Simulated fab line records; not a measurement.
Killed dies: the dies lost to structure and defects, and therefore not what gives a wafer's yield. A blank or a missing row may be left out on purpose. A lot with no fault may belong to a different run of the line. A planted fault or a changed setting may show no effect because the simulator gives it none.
Which tool is to blame? || flow berkeley_cmos170 || 14 lots with 42 wafers sampled at 4 steps, on a route of 331 steps

== WHAT THE GAUGES READ, wafer by wafer ==
UCB170_V2_THK_MEAS_04. Usual: V2_POLISHED_THK 999.9 nm, standard deviation 1.3.
{"lot": "L905", "measured": "day 8 18:59", "on": "film_metro-03", "V2_POLISHED_THK (nm)": "998.8 997.5 999.1", "flag": ""}
{"lot": "L907", "measured": "day 8 20:07", "on": "film_metro-01", "V2_POLISHED_THK (nm)": "1001.7 1000.7 1000.9", "flag": ""}
{"lot": "L908", "measured": "day 8 22:16", "on": "film_metro-01", "V2_POLISHED_THK (nm)": "999.3 1000.2 1000.1", "flag": ""}
{"lot": "L909", "measured": "day 9 13:59", "on": "film_metro-01", "V2_POLISHED_THK (nm)": "1002.4 1002.1 1003.0", "flag": ""}
{"lot": "L911", "measured": "day 10 09:48", "on": "film_metro-03", "V2_POLISHED_THK (nm)": "1001.3 1001.1 1000.2", "flag": ""}
{"lot": "L912", "measured": "day 10 12:25", "on": "film_metro-01", "V2_POLISHED_THK (nm)": "1001.4 998.6 999.1", "flag": ""}
{"lot": "L913", "measured": "day 10 12:07", "on": "film_metro-03", "V2_POLISHED_THK (nm)": "1000.6 1001.3 999.6", "flag": ""}
{"lot": "L915", "measured": "day 10 13:55", "on": "film_metro-02", "V2_POLISHED_THK (nm)": "999.2 998.6 997.9", "flag": ""}
{"lot": "L916", "measured": "day 10 16:50", "on": "film_metro-03", "V2_POLISHED_THK (nm)": "998.9 1000.1 999.7", "flag": ""}
{"lot": "L919", "measured": "day 12 09:34", "on": "film_metro-03", "V2_POLISHED_THK (nm)": "1001.6 1001.6 1001.0", "flag": ""}
{"lot": "L920", "measured": "day 12 12:50", "on": "film_metro-02", "V2_POLISHED_THK (nm)": "1001.9 1001.7 1001.3", "flag": ""}
{"lot": "L923", "measured": "day 12 16:25", "on": "film_metro-02", "V2_POLISHED_THK (nm)": "1000.6 999.7 1001.8", "flag": ""}
{"lot": "L926", "measured": "day 13 10:13", "on": "film_metro-02", "V2_POLISHED_THK (nm)": "1000.6 999.0 1000.9", "flag": ""}
{"lot": "L927", "measured": "day 13 12:23", "on": "film_metro-01", "V2_POLISHED_THK (nm)": "998.8 998.9 998.6", "flag": ""}

UCB170_M3_CD_MEAS_15: the cd target is 700 nm. Usual: cd_nm 699.7 nm, standard deviation 1.4.
{"lot": "L905", "measured": "day 8 22:34", "on": "cd_sem-01", "cd_nm (nm)": "700.7 700.8 699.6", "flag": ""}
{"lot": "L907", "measured": "day 9 00:05", "on": "cd_sem-02", "cd_nm (nm)": "697.0 695.0 697.0", "flag": ""}
{"lot": "L908", "measured": "day 9 02:53", "on": "cd_sem-02", "cd_nm (nm)": "701.6 700.7 703.5", "flag": ""}
{"lot": "L909", "measured": "day 9 18:07", "on": "cd_sem-02", "cd_nm (nm)": "700.0 700.4 700.5", "flag": ""}
{"lot": "L911", "measured": "day 10 14:01", "on": "cd_sem-02", "cd_nm (nm)": "700.5 699.5 701.0", "flag": ""}
{"lot": "L912", "measured": "day 10 16:52", "on": "cd_sem-01", "cd_nm (nm)": "700.3 699.1 699.4", "flag": ""}
{"lot": "L913", "measured": "day 10 16:14", "on": "cd_sem-01", "cd_nm (nm)": "699.2 700.7 698.9", "flag": ""}
{"lot": "L915", "measured": "day 10 17:56", "on": "cd_sem-01", "cd_nm (nm)": "698.9 701.1 701.4", "flag": ""}
{"lot": "L916", "measured": "day 10 20:48", "on": "cd_sem-01", "cd_nm (nm)": "701.0 700.6 698.9", "flag": ""}
{"lot": "L919", "measured": "day 12 17:29", "on": "cd_sem-01", "cd_nm (nm)": "697.9 697.8 697.9", "flag": ""}
{"lot": "L920", "measured": "day 12 19:22", "on": "cd_sem-02", "cd_nm (nm)": "700.9 700.7 699.5", "flag": ""}
{"lot": "L923", "measured": "day 13 00:14", "on": "cd_sem-01", "cd_nm (nm)": "701.7 700.5 700.0", "flag": ""}
{"lot": "L926", "measured": "day 13 15:40", "on": "cd_sem-02", "cd_nm (nm)": "698.8 700.5 699.5", "flag": ""}
{"lot": "L927", "measured": "day 13 17:28", "on": "cd_sem-02", "cd_nm (nm)": "700.2 700.5 700.0", "flag": ""}

== TOOL THAT RAN EACH LOT (tool first, then ch and the chambers of the sampled wafers, then the start) ==
{"lot": "L905", "UCB170_NWELL_OXIDATION_01": "furnace-02 ch 0, day 2 05:21", "UCB170_V2_ETCH_14": "rie_diel-04 ch 0,2,3, day 8 20:14"}
{"lot": "L907", "UCB170_NWELL_OXIDATION_01": "furnace-01 ch 0, day 2 11:47", "UCB170_V2_ETCH_14": "rie_diel-02 ch 0,1,2, day 8 21:37"}
{"lot": "L908", "UCB170_NWELL_OXIDATION_01": "furnace-01 ch 0, day 2 11:47", "UCB170_V2_ETCH_14": "rie_diel-02 ch 0,2, day 8 23:56"}
{"lot": "L909", "UCB170_NWELL_OXIDATION_01": "furnace-01 ch 0, day 3 02:29", "UCB170_V2_ETCH_14": "rie_diel-04 ch 0,1,3, day 9 15:26"}
{"lot": "L911", "UCB170_NWELL_OXIDATION_01": "furnace-04 ch 0, day 3 12:43", "UCB170_V2_ETCH_14": "rie_diel-02 ch 0,1,3, day 10 11:10"}
{"lot": "L912", "UCB170_NWELL_OXIDATION_01": "furnace-04 ch 0, day 3 12:43", "UCB170_V2_ETCH_14": "rie_diel-04 ch 1,2, day 10 13:58"}
{"lot": "L913", "UCB170_NWELL_OXIDATION_01": "furnace-02 ch 0, day 3 20:47", "UCB170_V2_ETCH_14": "rie_diel-02 ch 0,3, day 10 13:30"}
{"lot": "L915", "UCB170_NWELL_OXIDATION_01": "furnace-04 ch 0, day 4 05:38", "UCB170_V2_ETCH_14": "rie_diel-04 ch 0,2,3, day 10 15:29"}
{"lot": "L916", "UCB170_NWELL_OXIDATION_01": "furnace-01 ch 0, day 4 11:28", "UCB170_V2_ETCH_14": "rie_diel-04 ch 0,1,3, day 10 18:10"}
{"lot": "L919", "UCB170_NWELL_OXIDATION_01": "furnace-01 ch 0, day 4 22:35", "UCB170_V2_ETCH_14": "rie_diel-03 ch 0,2,3, day 12 13:35"}
{"lot": "L920", "UCB170_NWELL_OXIDATION_01": "furnace-04 ch 0, day 5 04:17", "UCB170_V2_ETCH_14": "rie_diel-04 ch 0,1,3, day 12 15:55"}
{"lot": "L923", "UCB170_NWELL_OXIDATION_01": "furnace-04 ch 0, day 5 20:28", "UCB170_V2_ETCH_14": "rie_diel-03 ch 0,1,2, day 12 18:55"}
{"lot": "L926", "UCB170_NWELL_OXIDATION_01": "furnace-02 ch 0, day 6 09:59", "UCB170_V2_ETCH_14": "rie_diel-02 ch 1,2,3, day 13 12:55"}
{"lot": "L927", "UCB170_NWELL_OXIDATION_01": "furnace-02 ch 0, day 6 15:17", "UCB170_V2_ETCH_14": "rie_diel-03 ch 0,1,3, day 13 14:47"}
- UCB170_NWELL_OXIDATION_01: target thk 26.4 nm, ox time 1260 s.
- UCB170_V2_ETCH_14: etches SiO2 in CHF3/CF4/Ar, stops on Al, target depth 1250 nm, time 291 s.

== AS READ BY THE TOOLS THEMSELVES (means over the sampled wafers that have a number; for cases with no such wafer, the mark the record gives instead) ==
UCB170_NWELL_OXIDATION_01. Usual: tube_center_temp_C_max 1002.6, standard deviation 0.44.
{"lot": "L905", "tool": "furnace-02", "tube_center_temp_C_max": 1002.8, "flag": ""}
{"lot": "L907", "tool": "furnace-01", "tube_center_temp_C_max": 1002.2, "flag": ""}
{"lot": "L908", "tool": "furnace-01", "tube_center_temp_C_max": 1003.2, "flag": ""}
{"lot": "L909", "tool": "furnace-01", "tube_center_temp_C_max": 1002.1, "flag": ""}
{"lot": "L911", "tool": "furnace-04", "tube_center_temp_C_max": 1002.8, "flag": ""}
{"lot": "L912", "tool": "furnace-04", "tube_center_temp_C_max": 1002.8, "flag": ""}
{"lot": "L913", "tool": "furnace-02", "tube_center_temp_C_max": 1002.5, "flag": ""}
{"lot": "L915", "tool": "furnace-04", "tube_center_temp_C_max": 1002.5, "flag": ""}
{"lot": "L916", "tool": "furnace-01", "tube_center_temp_C_max": 1002.6, "flag": ""}
{"lot": "L919", "tool": "furnace-01", "tube_center_temp_C_max": 1002.3, "flag": ""}
{"lot": "L920", "tool": "furnace-04", "tube_center_temp_C_max": 1002.1, "flag": ""}
{"lot": "L923", "tool": "furnace-04", "tube_center_temp_C_max": 1002.4, "flag": ""}
{"lot": "L926", "tool": "furnace-02", "tube_center_temp_C_max": 1002.7, "flag": ""}
{"lot": "L927", "tool": "furnace-02", "tube_center_temp_C_max": 1002.4, "flag": ""}

UCB170_V2_ETCH_14. Usual: chamber_pressure_mTorr 200.02 mTorr, standard deviation 0.18; drypump_motor_current_A 5.8 A, standard deviation 0.41; oes_product_au 0.882 a.u., standard deviation 0.014; rf_fwd_power_W 698.1 W, standard deviation 2; throttle_valve_pct 6.92 %, standard deviation 0.087.
{"lot": "L905", "tool": "rie_diel-04", "chamber_pressure_mTorr (mTorr)": 200.00, "drypump_motor_current_A (A)": 6.0, "oes_product_au (a.u.)": 0.886, "rf_fwd_power_W (W)": 696.9, "throttle_valve_pct (%)": 6.91, "flag": ""}
{"lot": "L907", "tool": "rie_diel-02", "chamber_pressure_mTorr (mTorr)": 200.31, "drypump_motor_current_A (A)": 5.6, "oes_product_au (a.u.)": 0.882, "rf_fwd_power_W (W)": 698.6, "throttle_valve_pct (%)": 6.95, "flag": ""}
{"lot": "L908", "tool": "rie_diel-02", "chamber_pressure_mTorr (mTorr)": 200.05, "drypump_motor_current_A (A)": 5.2, "oes_product_au (a.u.)": 0.886, "rf_fwd_power_W (W)": 697.2, "throttle_valve_pct (%)": 6.86, "flag": ""}
{"lot": "L909", "tool": "rie_diel-04", "chamber_pressure_mTorr (mTorr)": 200.08, "drypump_motor_current_A (A)": 6.0, "oes_product_au (a.u.)": 0.887, "rf_fwd_power_W (W)": 699.4, "throttle_valve_pct (%)": 6.92, "flag": ""}
{"lot": "L911", "tool": "rie_diel-02", "chamber_pressure_mTorr (mTorr)": 199.94, "drypump_motor_current_A (A)": 6.0, "oes_product_au (a.u.)": 0.885, "rf_fwd_power_W (W)": 697.3, "throttle_valve_pct (%)": 6.98, "flag": ""}
{"lot": "L912", "tool": "rie_diel-04", "chamber_pressure_mTorr (mTorr)": 199.98, "drypump_motor_current_A (A)": 5.9, "oes_product_au (a.u.)": 0.899, "rf_fwd_power_W (W)": 696.5, "throttle_valve_pct (%)": 6.93, "flag": ""}
{"lot": "L913", "tool": "rie_diel-02", "chamber_pressure_mTorr (mTorr)": 200.06, "drypump_motor_current_A (A)": 6.0, "oes_product_au (a.u.)": 0.888, "rf_fwd_power_W (W)": 698.5, "throttle_valve_pct (%)": 6.94, "flag": ""}
{"lot": "L915", "tool": "rie_diel-04", "chamber_pressure_mTorr (mTorr)": 200.15, "drypump_motor_current_A (A)": 6.0, "oes_product_au (a.u.)": 0.892, "rf_fwd_power_W (W)": 698.1, "throttle_valve_pct (%)": 6.91, "flag": ""}
{"lot": "L916", "tool": "rie_diel-04", "chamber_pressure_mTorr (mTorr)": 199.97, "drypump_motor_current_A (A)": 6.0, "oes_product_au (a.u.)": 0.886, "rf_fwd_power_W (W)": 698.3, "throttle_valve_pct (%)": 6.90, "flag": ""}
{"lot": "L919", "tool": "rie_diel-03", "chamber_pressure_mTorr (mTorr)": 199.87, "drypump_motor_current_A (A)": 5.8, "oes_product_au (a.u.)": 0.873, "rf_fwd_power_W (W)": 698.0, "throttle_valve_pct (%)": 6.88, "flag": ""}
{"lot": "L920", "tool": "rie_diel-04", "chamber_pressure_mTorr (mTorr)": 200.19, "drypump_motor_current_A (A)": 5.9, "oes_product_au (a.u.)": 0.886, "rf_fwd_power_W (W)": 697.8, "throttle_valve_pct (%)": 6.91, "flag": ""}
{"lot": "L923", "tool": "rie_diel-03", "chamber_pressure_mTorr (mTorr)": 200.01, "drypump_motor_current_A (A)": 5.8, "oes_product_au (a.u.)": 0.870, "rf_fwd_power_W (W)": 697.7, "throttle_valve_pct (%)": 6.88, "flag": ""}
{"lot": "L926", "tool": "rie_diel-02", "chamber_pressure_mTorr (mTorr)": 200.19, "drypump_motor_current_A (A)": 5.4, "oes_product_au (a.u.)": 0.888, "rf_fwd_power_W (W)": 698.8, "throttle_valve_pct (%)": 6.94, "flag": ""}
{"lot": "L927", "tool": "rie_diel-03", "chamber_pressure_mTorr (mTorr)": 200.21, "drypump_motor_current_A (A)": 5.8, "oes_product_au (a.u.)": 0.858, "rf_fwd_power_W (W)": 697.7, "throttle_valve_pct (%)": 6.89, "flag": ""}

== THE ANSWER, worked out from the rows above alone ==
Rule: a lot counts as off when the mean over its wafers that have a number is more than 3 standard deviations away from the usual mean. A lot without any number at a reading at which 4 lots or more have one is off too. All remaining lots with rows at the step are treated as sound. Order of review: gauges by route order, followed by the tools' own readings, for which a lot's mean as printed above is used. At the first step where some lot is off, the reading lying furthest off is the one used; lots without a number count as furthest.
Nothing can be told from this: no lot is off at any reading shown.

== WHAT THE SIMULATOR HAD INSERTED ==
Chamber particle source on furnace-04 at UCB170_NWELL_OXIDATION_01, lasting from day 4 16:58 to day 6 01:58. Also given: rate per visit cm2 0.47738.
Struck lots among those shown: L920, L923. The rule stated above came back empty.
